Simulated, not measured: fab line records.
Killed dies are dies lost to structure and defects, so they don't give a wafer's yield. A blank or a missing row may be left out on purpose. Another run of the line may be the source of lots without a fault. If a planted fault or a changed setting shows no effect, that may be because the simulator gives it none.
Problem report in the 8D (eight disciplines) form, filled by code	flow berkeley-cmos170	the parts of the form that need people (team, actions taken, sign-off) are left out

## 1. WHAT WENT WRONG
V1_POLISHED_THK at UCB170_V1_THK_MEAS_04 reads a mean of 1350.4 nm on 3 wafers of 2 lots; wafers without a fault read 999.6 nm with a standard deviation of 1.3. That is +99 or more standard deviations from the usual mean.
First seen on wafer L661.4, day 12 06:37, on film-metro-04. The record has a number at this step for 18 wafers belonging to 6 lots. Rule for "out", or "out of limits": more than 4 standard deviations from the usual mean. All remaining wafers that have a number are taken as sound.

## 2. WHAT IT IS, AND WHAT IT ISN'T
question	is	is not
which readings at this step	V1_POLISHED_THK	-
which lots	L661, L662	L644, L647, L649, L656
which wafers of those lots	L661.4, L662.3, L662.5	L661.1, L661.3, L662.4
read on which gauges	film-metro-04	film-metro-01, film-metro-03
when	from day 12 06:37	up to then (14 sound wafers); but 1 sound wafer of L662 came after

## 3. THE SUSPECTS, EACH WITH WHAT RULES IT OUT
Counting: if a tool at a process step up to the reading ran every lot that is out, it stays a suspect. Sound lots after the first of them don't rule it out here, since some wafers of a struck lot are sound.
- ruled out: the gauge at UCB170_V1_THK_MEAS_04. All the wafers that are out were read on film-metro-04, but those of them that UCB170_V1_ETCH_14 has rows for are out there too, on other tools.
- plasma-asher-02 at UCB170_M1_STRIP_13 (strips in O2): kept. It ran every lot that is out, first L662 (day 12 03:27); its last sound lot up to then is L649 (day 9 11:28).
- cmp-01 at UCB170_V1_CMP_02 (polishes SiO2): kept. It ran every lot that is out, first L661 (day 12 06:12); its last sound lot up to then is L647 (day 9 13:46).
- Within cmp-01 at UCB170_V1_CMP_02: the wafers that are out ran in chamber 0; their sound lot-mates ran in chambers 2, 3.
After counting, plasma-asher-02 at UCB170_M1_STRIP_13 and cmp-01 at UCB170_V1_CMP_02 remain.

## 4. THE CAUSE (what the simulator had put in)
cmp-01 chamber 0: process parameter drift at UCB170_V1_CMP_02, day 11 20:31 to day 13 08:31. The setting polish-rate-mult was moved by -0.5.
Of the 2 suspects that counting leaves, this tool is one.

## 5. THE EFFECT CHAIN, in route order
Rows list readings where the struck wafers' mean (over those with a number) sits beyond 3 standard deviations from the usual. Scope: only readings with a usual standard deviation given in the record; hours: median across lots of the time from each lot's start at the first step in this table that gives one to its start at this step; sigmas: change in usual standard deviations.
hours	step	reading	usual	on struck wafers	change	sigmas
0	UCB170_V1_THK_MEAS_04	V1_POLISHED_THK	999.6 nm	1350.4	+350.8	+99 or more
3	UCB170_V1_ETCH_14	oes-product-au	0.875 a.u.	1.000	+0.125	+7.4
16	UCB170_M3_PROBE_99	defect-limited-yield	98.7 %	0.0	-98.7	-99 or more
16	UCB170_M3_PROBE_99	killed_at_M0_to_M3	0.9	262.7	+261.8	+99 or more
16	UCB170_M3_PROBE_99	killed-dies	3.5	264.0	+260.5	+99 or more
16	UCB170_M3_PROBE_99	killed-on-rim	1.0	70.0	+69.0	+69
16	UCB170_M3_PROBE_99	sort_bin_5_function	0.8 %	99.6	+98.8	+99 or more
16	UCB170_M3_PROBE_99	sort-n-pass	260.5	0.0	-260.5	-99 or more
16	UCB170_M3_PROBE_99	sort-yield-pct	98.7 %	0.0	-98.7	-99 or more
Here are the process steps it includes:
- UCB170_V1_ETCH_14: etches SiO2 in CHF3/CF4/Ar, stops on Al, target depth 1250 nm, time 291 s.
- UCB170_M3_PROBE_99
At these later measuring or inspecting steps, every struck wafer for which the step has a row has a number for every such reading, and none has moved that far: UCB170_V1_CD_MEAS_12, UCB170_V1_OVL_MEAS_13.

## 6. WHAT WOULD HAVE CAUGHT IT SOONER
In this record the first reading out of limits at a measuring or inspecting step was taken at day 12 06:37, 10 hours after the fault began at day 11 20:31.
An alarm limit of 4 standard deviations would not have fired on the tool readings at UCB170_V1_CMP_02 for which the record gives a usual standard deviation, since none of them was out on any struck wafer.
By day 12 06:37, every lot that is out (2) had started UCB170_V1_CMP_02 on cmp-01. A hold on the tool at that time would have spared none of them.
